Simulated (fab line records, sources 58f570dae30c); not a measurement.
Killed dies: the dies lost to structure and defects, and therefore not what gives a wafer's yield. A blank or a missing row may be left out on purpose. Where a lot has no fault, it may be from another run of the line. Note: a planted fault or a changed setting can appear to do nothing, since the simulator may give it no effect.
fab line records | flow berkeleyCmos170
record lots=5 wafers=23
route steps=331 shown NSD@191 SILICIDE@211 CONTACT@229 M1@242 M2@276 V2@301
startH: hours from the record's opening day to when the first of the lot's shown wafers began | waitH: hours from the lot's prior step to this one | " unchanged from the row above | L1.1+2: several wafers, shown together as one row | - value missing, or start not given | * or withheld: withheld | < > ~ a bound
route shown NAME@n: a module of which the file shows steps, and the number in the route of the first | usual: mean/standard deviation of fault-free wafers | same: alike in all rows | chamber/n: place in a boat | sites: per-site readings | _std_site: how widely they spread, as a standard deviation | _edge_site: inner sites' mean taken away from outer sites' mean | radiusMm: how far each site lies from the wafer's centre | mask NAME#n: copy n | behind: the tool/chamber that last shaped the wafer | hold: what put the lot on hold/how long, in hours/how the hold closed | device: transistor that didn't switch, given as n, p or np | end of line: tests run on the same wafers once the route is complete | for a step that has no rows: nothing shown but its recipe | killed: the dies lost at the first sort to structure and to defects; this is not the yield of the wafer | map: per-die view of a wafer (x killed, . not killed, _ where there is no die)
set.NAME: the setting the step ran with; set.NAME@STEP: the setting that earlier step ran with | model.NAME: the simulator's own value behind a step, which no gauge read
lots with deliberately changed settings; one table per step, one row per wafer
## steps
# step UCB170_NSD_PEB_04
# recipe pebTempC=130 pebTimeS=withheld resist=KrF
# columns lot.wafer tool chamber startH waitH set.pebTempC
L076.1+5+6 lithoTrack-01 0 179.84 0.1 130
L080.1+2+3+4+5 lithoTrack-01 0 207.73 0.1 130
L081.2+3+4 lithoTrack-03 0 219.08 0.1 131.2
L081.5+6 " 0 " " 130
L082.1+2+5 lithoTrack-01 0 219.35 0.1 130
L082.4+6 " 0 " " 133.2
L085.1+2 lithoTrack-03 0 243.55 0.2 130
L085.4+5+6 " 0 " " 132.9
# step UCB170_NSD_DEVELOP_05
# recipe developer=TMAH developTimeS=45 resist=KrF devTempC=21
# step UCB170_NSD_CD_MEAS_06
# recipe targetCdNm=1200
# usual cdNm=1199.8/1.5
# columns lot.wafer tool chamber startH waitH set.pebTempC@NSD_PEB_04 cdNm
L076.1 cdSem-02 - 180.12 - 130 1202.6
L076.5 " - " " 130 1201.7
L076.6 " - " " 130 1201.7
L080.1 cdSem-02 - 208.00 - 130 1199.5
L080.2 " - " " 130 1200.9
L080.3 " - " " 130 1200.2
L080.4 " - " " 130 1201.8
L080.5 " - " " 130 1201.1
L081.2 cdSem-01 - 219.35 - 131.2 1205.5
L081.3 " - " " 131.2 1203.7
L081.4 " - " " 131.2 1204.1
L081.5 " - " " 130 1197.3
L081.6 " - " " 130 1196.5
L082.1 cdSem-02 - 219.63 - 130 1198.7
L082.2 " - " " 130 1197.8
L082.4 " - " " 133.2 1217.5
L082.5 " - " " 130 1197.1
L082.6 " - " " 133.2 1218.1
L085.1 cdSem-02 - 243.84 - 130 1199.2
L085.2 " - " " 130 1200.4
L085.4 " - " " 132.9 1216.9
L085.5 " - " " 132.9 1217.2
L085.6 " - " " 132.9 1217.5
# step UCB170_SILICIDE_SPUTTER_01
# recipe material=Ti targetThkNm=30 timeS=25 powerW=1500 chamberPressurePa=0.5
# columns lot.wafer tool chamber startH waitH set.powerW model.Ti_of_SILICIDE_SPUTTER_01.thkNm
L076.1 pvdSputter-03 - 183.20 0.0 1500 29.38
L076.5 " - " " 1500 29.56
L076.6 " - " " 1500 29.54
L080.1 pvdSputter-03 - 210.19 0.0 1500 29.74
L080.2 " - " " 1500 29.85
L080.3 " - " " 1346 26.67
L080.4 " - " " 1346 26.48
L080.5 " - " " 1346 26.55
L081.2 pvdSputter-02 - 223.33 0.0 1410 27.81
L081.3 " - " " 1500 29.84
L081.4 " - " " 1500 29.97
L081.5 " - " " 1500 30.02
L081.6 " - " " 1410 27.85
L082.1 pvdSputter-03 - 223.33 0.0 1634 32.71
L082.2 " - " " 1500 30.03
L082.4 " - " " 1500 29.93
L082.5 " - " " 1634 32.54
L082.6 " - " " 1634 32.48
L085.1 pvdSputter-03 - 246.22 0.0 1414 27.41
L085.2 " - " " 1500 29.54
L085.4 " - " " 1500 29.39
L085.5 " - " " 1414 27.67
L085.6 " - " " 1414 27.35
# step UCB170_SILICIDE_RS_MEAS_02
# recipe thkMeasGauge=four-point-probe reads=Ti_of_SILICIDE_SPUTTER_01
# usual SILICIDE_TI_RS=26.2/0.32
# columns lot.wafer tool chamber startH waitH set.powerW@SILICIDE_SPUTTER_01 SILICIDE_TI_RS[ohm/sq]
L076.1 filmMetro-04 - 183.23 0.0 1500 26.8
L076.5 " - " " 1500 26.6
L076.6 " - " " 1500 26.6
L080.1 filmMetro-04 - 210.22 0.0 1500 26.4
L080.2 " - " " 1500 26.2
L080.3 " - " " 1346 30.0
L080.4 " - " " 1346 30.3
L080.5 " - " " 1346 30.1
L082.1 filmMetro-04 - 223.36 0.0 1634 23.6
L082.2 " - " " 1500 26.1
L082.4 " - " " 1500 26.2
L082.5 " - " " 1634 23.8
L082.6 " - " " 1634 23.8
L081.2 filmMetro-03 - 223.38 0.0 1410 28.5
L081.3 " - " " 1500 26.3
L081.4 " - " " 1500 26.1
L081.5 " - " " 1500 26.1
L081.6 " - " " 1410 28.5
L085.1 filmMetro-01 - 246.25 0.0 1414 29.0
L085.2 " - " " 1500 26.6
L085.4 " - " " 1500 26.7
L085.5 " - " " 1414 28.7
L085.6 " - " " 1414 29.1
# step UCB170_SILICIDE_THK_MEAS_03
# recipe thkMeasGauge=xrf reads=Ti_of_SILICIDE_SPUTTER_01
# usual SILICIDE_TI_THK=30.1/0.32
# columns lot.wafer tool chamber startH waitH set.powerW@SILICIDE_SPUTTER_01 SILICIDE_TI_THK[nm]
L076.1 filmMetro-04 - 183.35 0.1 1500 29.7
L076.5 " - " " 1500 29.8
L076.6 " - " " 1500 29.8
L080.1 filmMetro-04 - 210.34 0.1 1500 30.1
L080.2 " - " " 1500 30.0
L080.3 " - " " 1346 26.9
L080.4 " - " " 1346 26.5
L080.5 " - " " 1346 26.7
L082.1 filmMetro-04 - 223.48 0.1 1634 32.8
L082.2 " - " " 1500 30.0
L082.4 " - " " 1500 30.1
L082.5 " - " " 1634 32.6
L082.6 " - " " 1634 32.7
L081.2 filmMetro-03 - 223.49 0.1 1410 27.9
L081.3 " - " " 1500 29.9
L081.4 " - " " 1500 30.2
L081.5 " - " " 1500 30.0
L081.6 " - " " 1410 27.9
L085.1 filmMetro-01 - 246.37 0.1 1414 27.5
L085.2 " - " " 1500 29.6
L085.4 " - " " 1500 29.5
L085.5 " - " " 1414 27.7
L085.6 " - " " 1414 27.6
# step UCB170_CONTACT_PEB_13
# recipe pebTempC=130 pebTimeS=withheld resist=KrF
# columns lot.wafer tool chamber startH waitH set.pebTempC
L076.1+5+6 lithoTrack-03 0 188.25 0.1 130
L080.1+2+3+4+5 lithoTrack-03 0 214.08 0.1 130
L082.1+2+4+5+6 lithoTrack-02 0 227.70 0.3 130
L081.2+5 lithoTrack-01 0 227.99 0.3 131.9
L081.3+4+6 " 0 " " 130
L085.1+5 lithoTrack-03 0 251.41 0.1 132
L085.2+4+6 " 0 " " 130
# step UCB170_CONTACT_DEVELOP_14
# recipe developer=TMAH developTimeS=45 resist=KrF devTempC=21
# step UCB170_CONTACT_CD_MEAS_15
# recipe targetCdNm=700
# usual cdNm=699.7/1.1
# columns lot.wafer tool chamber startH waitH set.pebTempC@CONTACT_PEB_13 cdNm
L076.1 cdSem-01 - 188.52 - 130 699.6
L076.5 " - " " 130 699.7
L076.6 " - " " 130 700.3
L080.1 cdSem-02 - 214.36 - 130 700.0
L080.2 " - " " 130 702.5
L080.3 " - " " 130 700.7
L080.4 " - " " 130 699.8
L080.5 " - " " 130 701.4
L082.1 cdSem-01 - 228.00 - 130 699.7
L082.2 " - " " 130 701.9
L082.4 " - " " 130 700.6
L082.5 " - " " 130 701.1
L082.6 " - " " 130 700.0
L081.2 cdSem-02 - 228.26 - 131.9 711.1
L081.3 " - " " 130 697.6
L081.4 " - " " 130 699.3
L081.5 " - " " 131.9 710.3
L081.6 " - " " 130 698.5
L085.1 cdSem-02 - 251.68 - 132 710.5
L085.2 " - " " 130 697.8
L085.4 " - " " 130 698.1
L085.5 " - " " 132 708.9
L085.6 " - " " 130 698.6
# step UCB170_CONTACT_ETCH_17
# recipe chemistry=N2/H2 targetDepthA=withheld overetchA=withheld target=BARC timeS=withheld sourceW=500 biasW=100 pressureMtorr=30 n2FlowSccm=100 h2FlowSccm=200
# columns lot.wafer tool chamber startH waitH set.pebTempC@CONTACT_PEB_13 model.CONTACT.cdNm
L076.1 rieDiel-01 3 188.68 0.0 130 699.8
L076.5 " 0 " " 130 699.6
L076.6 " 1 " " 130 700.3
L080.1 rieDiel-01 0 214.51 0.0 130 700.1
L080.2 " 3 " " 130 702.6
L080.3 " 1 " " 130 701.2
L080.4 " 1 " " 130 699.9
L080.5 " 3 " " 130 700.9
L082.1 rieDiel-02 0 228.16 0.0 130 699.6
L082.2 " 3 " " 130 702
L082.4 " 2 " " 130 700.3
L082.5 " 1 " " 130 701.1
L082.6 " 0 " " 130 700.1
L081.2 rieDiel-04 3 228.40 0.0 131.9 711.1
L081.3 " 1 " " 130 697.7
L081.4+6 " 3,0 " " 130 698.7
L081.5 " 1 " " 131.9 710.3
L085.1 rieDiel-02 1 251.84 0.0 132 710.4
L085.2 " 0 " " 130 697.9
L085.4 " 3 " " 130 697.6
L085.5 " 1 " " 132 708.4
L085.6 " 0 " " 130 698.1
# step UCB170_CONTACT_ETCH_18
# recipe chemistry=CHF3/CF4/Ar target=PSG stopOn=TiSi2 CHF3_flow_sccm=45 cf4FlowSccm=15 Ar_flow_sccm=150 pressureMtorr=200 rfW=700 targetDepthA=8400 overEtchFrac=0.2 timeS=195
# columns lot.wafer tool chamber startH waitH set.pebTempC@CONTACT_PEB_13 model.CONTACT.cdNm
L076.1 rieDiel-01 3 - - 130 699.9
L076.5 " 0 " " 130 699.4
L076.6 " 1 " " 130 700.4
L080.1 rieDiel-01 0 - - 130 700
L080.2 " 3 " " 130 702.8
L080.3 " 1 " " 130 701.5
L080.4 " 1 " " 130 699.4
L080.5 " 3 " " 130 701.1
L082.1 rieDiel-02 0 - - 130 699.5
L082.2 " 3 " " 130 701.8
L082.4 " 2 " " 130 700.4
L082.5 " 1 " " 130 701.3
L082.6 " 0 " " 130 700.1
L081.2 rieDiel-04 3 - - 131.9 711.1
L081.3 " 1 " " 130 697.5
L081.4 " 3 " " 130 699.1
L081.5 " 1 " " 131.9 710.5
L081.6 " 0 " " 130 698.5
L085.1 rieDiel-02 1 - - 132 710.2
L085.2 " 0 " " 130 697.8
L085.4 " 3 " " 130 696.9
L085.5 " 1 " " 132 708.1
L085.6 " 0 " " 130 698.1
# step UCB170_CONTACT_STRIP_19
# recipe chemistry=O2 powerW=400 pressureMtorr=3500 platenTempC=withheld o2FlowSccm=400 overashFraction=0.5
# step UCB170_CONTACT_CD_MEAS_90
# recipe targetCdNm=700
# usual cdNm=699.8/1.2
# columns lot.wafer tool chamber startH waitH set.pebTempC@CONTACT_PEB_13 cdNm
L076.1 cdSem-02 - 188.95 0.1 130 699.5
L076.5 " - " " 130 699.4
L076.6 " - " " 130 700.6
L080.1 cdSem-01 - 214.78 0.1 130 700.3
L080.2 " - " " 130 702.8
L080.3 " - " " 130 701.3
L080.4 " - " " 130 699.4
L080.5 " - " " 130 700.8
L082.1 cdSem-02 - 228.43 0.1 130 699.3
L082.2 " - " " 130 701.8
L082.4 " - " " 130 700.3
L082.5 " - " " 130 701.0
L082.6 " - " " 130 700.3
L081.2 cdSem-02 - 228.69 0.1 131.9 711.4
L081.3 " - " " 130 697.6
L081.4 " - " " 130 699.1
L081.5 " - " " 131.9 710.6
L081.6 " - " " 130 698.7
L085.1 cdSem-01 - 252.11 0.1 132 710.3
L085.2 " - " " 130 697.7
L085.4 " - " " 130 697.1
L085.5 " - " " 132 708.1
L085.6 " - " " 130 697.9
# step UCB170_M1_COAT_04
# recipe resist=KrF spinRpm=1500 resistThkNm=900
# columns lot.wafer tool chamber startH waitH set.spinRpm model.KrF_of_M1_COAT_04.thkNm
L076.1 lithoTrack-01 0 - - 1500 902
L076.5 " 0 " " 1500 904
L076.6 " 0 " " 1500 900.5
L080.1 lithoTrack-02 0 - - 1402 929.6
L080.2 " 0 " " 1402 930.2
L080.3 " 0 " " 1500 897
L080.4 " 0 " " 1402 927.6
L080.5 " 0 " " 1500 900.4
L082.1 lithoTrack-02 0 - - 1500 903.8
L082.2 " 0 " " 1500 902.9
L082.4 " 0 " " 1443 920.3
L082.5 " 0 " " 1443 919.6
L082.6 " 0 " " 1443 920.4
L081.2 lithoTrack-01 0 - - 1500 903.6
L081.3+4 " 0 " " 1500 901.9
L081.5 " 0 " " 1500 902.8
L081.6 " 0 " " 1500 903.5
L085.1 lithoTrack-04 0 - - 1500 902
L085.2 " 0 " " 1446 918.3
L085.4 " 0 " " 1500 901.6
L085.5 " 0 " " 1446 917.2
L085.6 " 0 " " 1500 899.9
# step UCB170_M1_ETCH_11
# recipe chemistry=N2/H2 targetDepthA=withheld overetchA=withheld target=BARC timeS=withheld sourceW=500 biasW=100 pressureMtorr=30 n2FlowSccm=100 h2FlowSccm=200
# columns lot.wafer tool chamber startH waitH set.sourceW
L076.1+5+6 rieDiel-02 1,1,3 190.61 0.0 500
L080.1+3+5 rieDiel-04 3,2,2 216.76 0.0 523.9
L080.2+4 " 1 " " 500
L082.1+5 rieDiel-03 2 230.53 0.0 465.5
L082.2+4+6 " 1,1,3 " " 500
L081.2+4 rieDiel-04 0,3 230.88 0.0 516.1
L081.3+5+6 " 3,0,1 " " 500
L085.1+4 rieDiel-03 2,1 253.80 0.0 500
L085.2+5+6 " 3,1,2 " " 454.4
# step UCB170_M1_METAL_ETCH_12
# recipe chemistry=Cl2/BCl3 target=Al stopOn=PSG pressureMtorr=12 targetDepthA=7800 overEtchFrac=0.3 timeS=130 icpW=600 biasW=120 Cl2_flow_sccm=90 bcl3FlowSccm=45
# columns lot.wafer tool chamber startH waitH set.spinRpm@M1_COAT_04 model.KrF_of_M1_COAT_04.thkNm
L076.1 rieMetal-01 1 190.65 - 1500 450.1
L076.5 " 1 " " 1500 450.6
L076.6 " 1 " " 1500 447.5
L080.1 rieMetal-03 0 216.80 - 1402 471.8
L080.2 " 1 " " 1402 481
L080.3 " 1 " " 1500 448.1
L080.4 " 0 " " 1402 470.3
L080.5 " 0 " " 1500 443.8
L082.1 rieMetal-04 0 230.57 - 1500 443.4
L082.2 " 1 " " 1500 433.5
L082.4 " 1 " " 1443 452.9
L082.5 " 1 " " 1443 452.6
L082.6 " 0 " " 1443 458.7
L081.2 rieMetal-01 0 230.92 - 1500 440.4
L081.3 " 1 " " 1500 443.7
L081.4 " 0 " " 1500 436.5
L081.5 " 0 " " 1500 435.5
L081.6 " 1 " " 1500 447.5
L085.1 rieMetal-04 1 253.84 - 1500 433.6
L085.2 " 0 " " 1446 459.8
L085.4 " 1 " " 1500 428.8
L085.5 " 1 " " 1446 443
L085.6 " 0 " " 1500 438
# step UCB170_M2_COAT_05
# recipe resist=KrF spinRpm=1500 resistThkNm=900
# columns lot.wafer tool chamber startH waitH set.resistThkNm model.KrF_of_M2_COAT_05.thkNm
L076.1 lithoTrack-03 0 196.52 0.1 900 902.8
L076.5 " 0 " " 900 901.4
L076.6 " 0 " " 900 899.3
L080.1 lithoTrack-04 0 224.89 0.1 900 903.3
L080.2 " 0 " " 900 904.7
L080.3 " 0 " " 900 904.5
L080.4 " 0 " " 900 904.8
L080.5 " 0 " " 900 904.1
L082.1 lithoTrack-02 0 235.63 0.1 937 940
L082.2+4 " 0 " " 900 902.8
L082.5 " 0 " " 900 905.5
L082.6 " 0 " " 937 941.1
L081.2 lithoTrack-03 0 236.83 0.1 914.5 915.3
L081.3 " 0 " " 914.5 917.2
L081.4 " 0 " " 900 900.3
L081.5 " 0 " " 900 903.1
L081.6 " 0 " " 914.5 914.2
L085.1 lithoTrack-03 0 260.09 0.1 900 900.7
L085.2 " 0 " " 900 896.1
L085.4 " 0 " " 900 898.8
L085.5 " 0 " " 900 896.5
L085.6 " 0 " " 900 896.2
# step UCB170_M2_SOFTBAKE_06
# recipe resist=KrF tempC=130 timeS=60
# step UCB170_M2_STRIP_07
# recipe chemistry=O2 powerW=400 pressureMtorr=3500 platenTempC=withheld o2FlowSccm=400 overashFraction=0.5
# usual stripTimeToEndpointS=22.00/0.054
# columns lot.wafer tool chamber startH waitH set.resistThkNm@M2_COAT_05 stripTimeToEndpointS
L076.1 plasmaAsher-04 0 196.82 0.1 900 22.05
L076.5 " 0 " " 900 22.01
L076.6 " 1 " " 900 21.94
L080.1 plasmaAsher-02 1 225.19 0.1 900 22.04
L080.2 " 0 " " 900 22.08
L080.3 " 1 " " 900 22.07
L080.4 " 0 " " 900 22.09
L080.5 " 0 " " 900 22.06
L082.1 plasmaAsher-02 1 235.93 0.1 937 22.91
L082.2 " 0 " " 900 22.03
L082.4 " 1 " " 900 22.03
L082.5 " 0 " " 900 22.10
L082.6 " 1 " " 937 22.96
L081.2 plasmaAsher-01 0 237.11 0.1 914.5 22.33
L081.3 " 1 " " 914.5 22.38
L081.4 " 0 " " 900 21.97
L081.5 " 0 " " 900 22.04
L081.6 " 1 " " 914.5 22.31
L085.1 plasmaAsher-04 1 260.39 0.1 900 22.00
L085.2 " 0 " " 900 21.89
L085.4 " 0 " " 900 21.93
L085.5 " 1 " " 900 21.89
L085.6 " 0 " " 900 21.86
# step UCB170_V2_EXPOSE_09
# recipe maskId=VIA2 targetCdNm=700 na=0.5 sigmaOuter=0.6 sourceShape=conventional doseMj=37
# columns lot.wafer tool chamber startH waitH mask set.doseMj
L076.1+5+6 krfScanner-01 0 199.97 0.1 VIA2#0 37
L080.1+3+4 krfScanner-02 0 228.69 0.1 VIA2#0 38.7
L080.2+5 " 0 " " VIA2#0 37
L082.1+2 krfScanner-01 0 239.24 0.1 VIA2#0 34.83
L082.4+5+6 " 0 " " VIA2#0 37
L081.2+3+5 krfScanner-01 0 240.44 0.1 VIA2#0 38.8
L081.4+6 " 0 " " VIA2#0 37
L085.1+5+6 krfScanner-02 0 264.54 0.1 VIA2#0 35.58
L085.2+4 " 0 " " VIA2#0 37
# step UCB170_V2_PEB_10
# recipe pebTempC=130 pebTimeS=withheld resist=KrF
# step UCB170_V2_DEVELOP_11
# recipe developer=TMAH developTimeS=45 resist=KrF devTempC=21
# step UCB170_V2_CD_MEAS_12
# recipe targetCdNm=700
# usual cdNm=700.1/1.5
# columns lot.wafer tool chamber startH waitH set.doseMj@V2_EXPOSE_09 cdNm
L076.1 cdSem-01 - 200.36 - 37 700.6
L076.5 " - " " 37 700.7
L076.6 " - " " 37 700.0
L080.1 cdSem-02 - 229.08 - 38.7 709.1
L080.2 " - " " 37 701.2
L080.3 " - " " 38.7 709.1
L080.4 " - " " 38.7 709.4
L080.5 " - " " 37 702.3
L082.1 cdSem-01 - 239.71 - 34.83 687.6
L082.2 " - " " 34.83 688.1
L082.4 " - " " 37 698.5
L082.5 " - " " 37 700.2
L082.6 " - " " 37 698.0
L081.2 cdSem-01 - 241.09 - 38.8 711.2
L081.3 " - " " 38.8 709.2
L081.4 " - " " 37 702.2
L081.5 " - " " 38.8 709.1
L081.6 " - " " 37 703.1
L085.1 cdSem-02 - 265.27 - 35.58 691.6
L085.2 " - " " 37 699.2
L085.4 " - " " 37 698.6
L085.5 " - " " 35.58 691.8
L085.6 " - " " 35.58 692.8
# step UCB170_V2_ETCH_14
# recipe chemistry=CHF3/CF4/Ar target=SiO2 stopOn=Al CHF3_flow_sccm=45 cf4FlowSccm=15 Ar_flow_sccm=150 pressureMtorr=200 rfW=700 targetDepthA=12500 overEtchFrac=0.25 timeS=291
# columns lot.wafer tool chamber startH waitH set.doseMj@V2_EXPOSE_09 model.V2.cdNm
L076.1 rieDiel-04 3 200.51 0.0 37 700.6
L076.5 " 2 " " 37 700.3
L076.6 " 3 " " 37 699.8
L080.1 rieDiel-01 2 229.24 0.0 38.7 709.2
L080.2 " 3 " " 37 701.3
L080.3 " 1 " " 38.7 709.5
L080.4 " 0 " " 38.7 709
L080.5 " 0 " " 37 702.3
L082.1 rieDiel-04 0 239.87 0.0 34.83 687.1
L082.2 " 1 " " 34.83 688.2
L082.4+5 " 3,1 " " 37 699.3
L082.6 " 0 " " 37 697.4
L081.2 rieDiel-02 2 241.22 0.0 38.8 711
L081.3 " 3 " " 38.8 709.4
L081.4 " 0 " " 37 702.6
L081.5 " 0 " " 38.8 709
L081.6 " 3 " " 37 702.8
L085.1 rieDiel-02 0 265.42 0.0 35.58 692.3
L085.2 " 3 " " 37 699
L085.4 " 1 " " 37 698.6
L085.5 " 1 " " 35.58 690.8
L085.6 " 2 " " 35.58 693.1
# step UCB170_V2_STRIP_15
# recipe chemistry=O2 powerW=400 pressureMtorr=3500 platenTempC=withheld o2FlowSccm=400 overashFraction=0.5
# step UCB170_V2_CD_MEAS_90
# recipe targetCdNm=700
# usual cdNm=700.1/1.5
# columns lot.wafer tool chamber startH waitH set.doseMj@V2_EXPOSE_09 cdNm
L076.1 cdSem-02 - 200.79 0.1 37 700.5
L076.5 " - " " 37 700.5
L076.6 " - " " 37 699.6
L080.1 cdSem-01 - 229.52 0.1 38.7 709.5
L080.2 " - " " 37 701.7
L080.3 " - " " 38.7 709.6
L080.4 " - " " 38.7 708.9
L080.5 " - " " 37 702.2
L082.1 cdSem-01 - 240.23 0.1 34.83 687.1
L082.2 " - " " 34.83 687.9
L082.4 " - " " 37 699.8
L082.5 " - " " 37 699.2
L082.6 " - " " 37 697.0
L081.2 cdSem-01 - 241.52 0.1 38.8 711.0
L081.3 " - " " 38.8 709.4
L081.4 " - " " 37 702.7
L081.5 " - " " 38.8 709.0
L081.6 " - " " 37 702.8
L085.1 cdSem-01 - 265.70 0.1 35.58 692.2
L085.2 " - " " 37 699.1
L085.4 " - " " 37 698.7
L085.5 " - " " 35.58 690.8
L085.6 " - " " 35.58 693.1
## key
split step=UCB170_NSD_PEB_04 setting=pebTempC stated=130 by=wafer
response step=UCB170_NSD_CD_MEAS_06 reading=cdNm change=+7.97 per=1% r=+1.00
split step=UCB170_SILICIDE_SPUTTER_01 setting=powerW stated=1500 by=wafer
response step=UCB170_SILICIDE_SPUTTER_01 reading=model.Ti_of_SILICIDE_SPUTTER_01.thkNm change=+0.317 per=1% r=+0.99
response step=UCB170_SILICIDE_RS_MEAS_02 reading=SILICIDE_TI_RS change=-0.344 per=1% r=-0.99
response step=UCB170_SILICIDE_THK_MEAS_03 reading=SILICIDE_TI_THK change=+0.322 per=1% r=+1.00
split step=UCB170_CONTACT_PEB_13 setting=pebTempC stated=130 by=wafer
response step=UCB170_CONTACT_CD_MEAS_15 reading=cdNm change=+7.91 per=1% r=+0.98
response step=UCB170_CONTACT_ETCH_17 reading=model.CONTACT.cdNm change=+7.93 per=1% r=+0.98
response step=UCB170_CONTACT_ETCH_18 reading=model.CONTACT.cdNm change=+7.99 per=1% r=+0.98
response step=UCB170_CONTACT_CD_MEAS_90 reading=cdNm change=+8.02 per=1% r=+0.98
split step=UCB170_M1_COAT_04 setting=spinRpm stated=1500 by=wafer
response step=UCB170_M1_COAT_04 reading=model.KrF_of_M1_COAT_04.thkNm change=-4.59 per=1% r=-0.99
response step=UCB170_M1_METAL_ETCH_12 reading=model.KrF_of_M1_COAT_04.thkNm change=-4.46 per=1% r=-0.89
split step=UCB170_M1_ETCH_11 setting=sourceW stated=500 by=wafer
response none clear
split step=UCB170_M2_COAT_05 setting=resistThkNm stated=900 by=wafer
response step=UCB170_M2_COAT_05 reading=model.KrF_of_M2_COAT_05.thkNm change=+8.91 per=1% r=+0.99
response step=UCB170_M2_STRIP_07 reading=stripTimeToEndpointS change=* per=1% r=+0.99
split step=UCB170_V2_EXPOSE_09 setting=doseMj stated=37 by=wafer
response step=UCB170_V2_CD_MEAS_12 reading=cdNm change=+1.71 per=1% r=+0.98
response step=UCB170_V2_ETCH_14 reading=model.V2.cdNm change=+1.7 per=1% r=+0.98
response step=UCB170_V2_CD_MEAS_90 reading=cdNm change=+1.7 per=1% r=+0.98
